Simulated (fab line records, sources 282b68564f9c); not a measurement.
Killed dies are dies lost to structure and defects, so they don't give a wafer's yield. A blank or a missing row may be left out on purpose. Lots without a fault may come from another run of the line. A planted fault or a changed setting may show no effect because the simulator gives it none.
A struck lot beside a sound one | flow rit_cmos | 19 steps out of a route of 202
Sound: wafers L239.2, L239.4, L239.6. Struck: wafers L245.1, L245.2, L245.5. The cause comes at the end.
At each step with rows: each side's tool, then ch and its chambers, then its first start. Under that, the readings that differ: sound wafers | struck wafers | difference of the means | sigmas: that difference in standard deviations of wafers without a fault.
alike: readings whose means differ by less than 2 such deviations, and words and numbers that are the same on both sides. not compared: withheld readings, readings that some wafer has no value for, bounds like >300 that may hide the same value, and numbers for which the record gives no deviation and whose values overlap.
The two part at a step that has a row with sigmas, a row that says differs or no value, or rows on one side only. Numbers that don't overlap but have no deviation are shown without sigmas and don't part them. A reading that every wafer of one side lacks parts them only if that side has two wafers or more.

first, 2 steps without rows for these wafers: RIT_NLDD_PEB_04; RIT_NLDD_DEVELOP_05 (develop time 50 s).
RIT_NLDD_OVL_MEAS_06:
  sound on overlay-02, day 3 08:02; struck on overlay-02, day 4 14:45
  alike: NLDD_OVL
then, 2 steps without rows for these wafers: RIT_NLDD_HARDBAKE_07 (time 60 s); RIT_NLDD_IMPLANT_08.
RIT_NLDD_STRIP_09: strips in O2, time 180 s.
  sound on plasma_asher-02 ch 0, day 3 08:22; struck on plasma_asher-03 ch 0,1, day 4 15:05
  alike: drypump_motor_current_A
  not compared: rf_hours_counter_h
RIT_NLDD_TW_MEAS_10:
  sound on film_metro-02, day 3 08:33; struck on film_metro-04, day 4 15:16
  alike: NLDD_TW
then, 5 steps without rows for these wafers: RIT_PLDD_HMDS_00 (prime time 60 s); RIT_PLDD_COAT_01 (resist thk 1000 nm); RIT_PLDD_SOFTBAKE_02 (time 60 s); RIT_PLDD_EXPOSE_03 (exposes mask M8, target cd 40900 nm); RIT_PLDD_PEB_04.
RIT_PLDD_DEVELOP_05: develop time 50 s.
  sound on litho_track-04 ch 0, day 3 09:00; struck on litho_track-04 ch 0, day 4 16:00
RIT_PLDD_OVL_MEAS_06:
  sound on overlay-02, day 3 09:35; struck on overlay-02, day 4 16:20
  reading       | sound       | struck         | difference | sigmas
  PLDD_OVL (nm) | 3.0 1.3 0.2 | -1.5 -1.0 -1.9 | -3.0       | -2
then, 2 steps without rows for these wafers: RIT_PLDD_HARDBAKE_07 (time 60 s); RIT_PLDD_IMPLANT_08.
RIT_PLDD_STRIP_09: strips in O2, time 180 s.
  sound on plasma_asher-02 ch 0,1, day 3 09:55; struck on plasma_asher-04 ch 0,1, day 4 16:40
  alike: drypump_motor_current_A
  not compared: rf_hours_counter_h
RIT_PLDD_TW_MEAS_10:
  sound on film_metro-04, day 3 10:06; struck on film_metro-02, day 4 16:50
  reading | sound          | struck   | difference | sigmas
  PLDD_TW | 2327 2323 2316 | 30 30 30 | -2292      | -99 or more
then, 1 step without rows for these wafers: RIT_SPACER_CLEAN_00 (cleans in SC1, time 600 s).

WHERE THEY PART
First at RIT_PLDD_OVL_MEAS_06; last, within this record, at RIT_PLDD_TW_MEAS_10.

WHY: what the simulator had put in
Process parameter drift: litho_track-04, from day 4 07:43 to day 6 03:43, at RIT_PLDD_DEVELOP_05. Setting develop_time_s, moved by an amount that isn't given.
